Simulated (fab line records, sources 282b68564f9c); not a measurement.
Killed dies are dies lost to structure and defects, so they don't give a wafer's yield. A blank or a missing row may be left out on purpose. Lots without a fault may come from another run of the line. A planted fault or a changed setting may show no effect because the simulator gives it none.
A struck lot beside a sound one | flow rit_cmos | 27 steps out of a route of 202
Sound: wafers L692.2, L692.4, L692.5. Struck: wafers L698.3, L698.4, L698.5. The cause comes at the end.
At each step with rows: each side's tool, then ch and its chambers, then its first start. Under that, the readings that differ: sound wafers | struck wafers | difference of the means | sigmas: that difference in standard deviations of wafers without a fault.
alike: readings whose means differ by less than 2 such deviations, and words and numbers that are the same on both sides. not compared: withheld readings, readings that some wafer has no value for, bounds like >300 that may hide the same value, and numbers for which the record gives no deviation and whose values overlap.
The two part at a step that has a row with sigmas, a row that says differs or no value, or rows on one side only. Numbers that don't overlap but have no deviation are shown without sigmas and don't part them. A reading that every wafer of one side lacks parts them only if that side has two wafers or more.

first, 4 steps without rows for these wafers: RIT_CONTACT_SOFTBAKE_04 (time 60 s); RIT_CONTACT_EXPOSE_05 (exposes mask M11, target cd 1000 nm); RIT_CONTACT_PEB_06; RIT_CONTACT_DEVELOP_07 (develop time 120 s).
RIT_CONTACT_CD_MEAS_08: target cd 1000 nm.
  sound on cd_sem-01, day 4 05:10; struck on cd_sem-01, day 5 11:40
  alike: cd_nm
RIT_CONTACT_OVL_MEAS_09:
  sound on overlay-01, day 4 05:16; struck on overlay-01, day 5 11:45
  alike: CONTACT_OVL
then, 1 step without rows for these wafers: RIT_CONTACT_HARDBAKE_10 (time 60 s).
RIT_CONTACT_ETCH_11: etches SiO2 in CHF3/CF4/Ar, stops on TiSi2, target depth 480 nm, time 320 s.
  sound on rie_diel-03 ch 0,2, day 4 05:27; struck on rie_diel-03 ch 1,2,3, day 5 11:55
  alike: chamber_pressure_mTorr, drypump_motor_current_A, mfc_ar_sccm, oes_product_au, throttle_valve_pct
  not compared: rf_hours_counter_h
RIT_CONTACT_STRIP_12: strips in O2, time 180 s.
  sound on plasma_asher-02 ch 0,1, day 4 05:38; struck on plasma_asher-03 ch 0,1, day 5 12:11
  alike: chamber_pressure_mTorr, drypump_motor_current_A
  not compared: rf_hours_counter_h
RIT_CONTACT_CD_MEAS_90: target cd 1000 nm.
  sound on cd_sem-01, day 4 05:50; struck on cd_sem-01, day 5 12:20
  alike: cd_nm
then, 2 steps without rows for these wafers: RIT_CONTACT_CLEAN_13 (cleans in SC1, time 600 s); RIT_CONTACT_CLEAN_14 (cleans in SC2, time 600 s).
RIT_M1_SPUTTER_00: material Al, target thk 400 nm, time 500 s.
  sound on pvd_sputter-04, day 4 06:20; struck on pvd_sputter-04, day 5 12:47
  reading                               | sound           | struck            | difference | sigmas
  model.Al_of_M1_SPUTTER_00.thk_nm (nm) | 401 404.2 399.1 | 368.2 365.5 363.1 | -35.8      |
  alike: cathode_dc_power_W, throttle_valve_pct
RIT_M1_RS_MEAS_01: measures by four-point-probe.
  sound on film_metro-02, day 4 06:39; struck on film_metro-02, day 5 13:08
  reading           | sound                | struck               | difference | sigmas
  M1_AL_RS (ohm/sq) | 0.0730 0.0723 0.0735 | 0.0797 0.0803 0.0810 | +0.0074    | +9
RIT_M1_THK_MEAS_02: measures by xrf.
  sound on film_metro-02, day 4 06:46; struck on film_metro-02, day 5 13:14
  reading        | sound       | struck      | difference | sigmas
  M1_AL_THK (nm) | 394 398 395 | 362 359 357 | -36        | -7
then, 6 steps without rows for these wafers: RIT_M1_HMDS_03 (prime time 60 s); RIT_M1_COAT_04 (resist thk 1300 nm); RIT_M1_SOFTBAKE_05 (time 60 s); RIT_M1_EXPOSE_06 (exposes mask M12, target cd 2600 nm); RIT_M1_PEB_07; RIT_M1_DEVELOP_08 (develop time 68 s).
RIT_M1_CD_MEAS_09: target cd 2600 nm.
  sound on cd_sem-01, day 4 07:43; struck on cd_sem-02, day 5 14:19
  alike: cd_nm
RIT_M1_OVL_MEAS_10:
  sound on overlay-02, day 4 07:49; struck on overlay-02, day 5 14:25
  alike: M1_OVL
then, 1 step without rows for these wafers: RIT_M1_HARDBAKE_11 (time 120 s).
RIT_M1_METAL_ETCH_12: etches Al in Cl2/BCl3, stops on SiO2, time 165 s, target depth 600 nm.
  sound on rie_metal-02 ch 0,1, day 4 08:05; struck on rie_metal-02 ch 0,1, day 5 14:44
  reading               | sound             | struck            | difference | sigmas
  oes_product_au (a.u.) | 0.780 0.776 0.773 | 0.741 0.739 0.731 | -0.039     | -4
  alike: chamber_pressure_mTorr, drypump_motor_current_A, throttle_valve_pct
  not compared: rf_hours_counter_h
then, 1 step without rows for these wafers: RIT_M1_STRIP_13 (strips in nmp, time 600 s).
RIT_M1_PROBE_99:
  sound on prober-01, day 4 10:27; struck on prober-02, day 5 17:04
  reading                  | sound                   | struck                  | difference | sigmas
  model.etest.m1.rs_ohm_sq | 0.07191 0.07196 0.07264 | 0.07899 0.07945 0.07958 | +0.00717   |
  alike: killed_at_contacts, killed_at_front_end, killed_dies, killed_open, killed_short

WHERE THEY PART
First at RIT_M1_RS_MEAS_01; last, within this record, at RIT_M1_METAL_ETCH_12. Later steps at which nothing parts them and some readings are alike: RIT_M1_PROBE_99.

WHY: what the simulator had put in
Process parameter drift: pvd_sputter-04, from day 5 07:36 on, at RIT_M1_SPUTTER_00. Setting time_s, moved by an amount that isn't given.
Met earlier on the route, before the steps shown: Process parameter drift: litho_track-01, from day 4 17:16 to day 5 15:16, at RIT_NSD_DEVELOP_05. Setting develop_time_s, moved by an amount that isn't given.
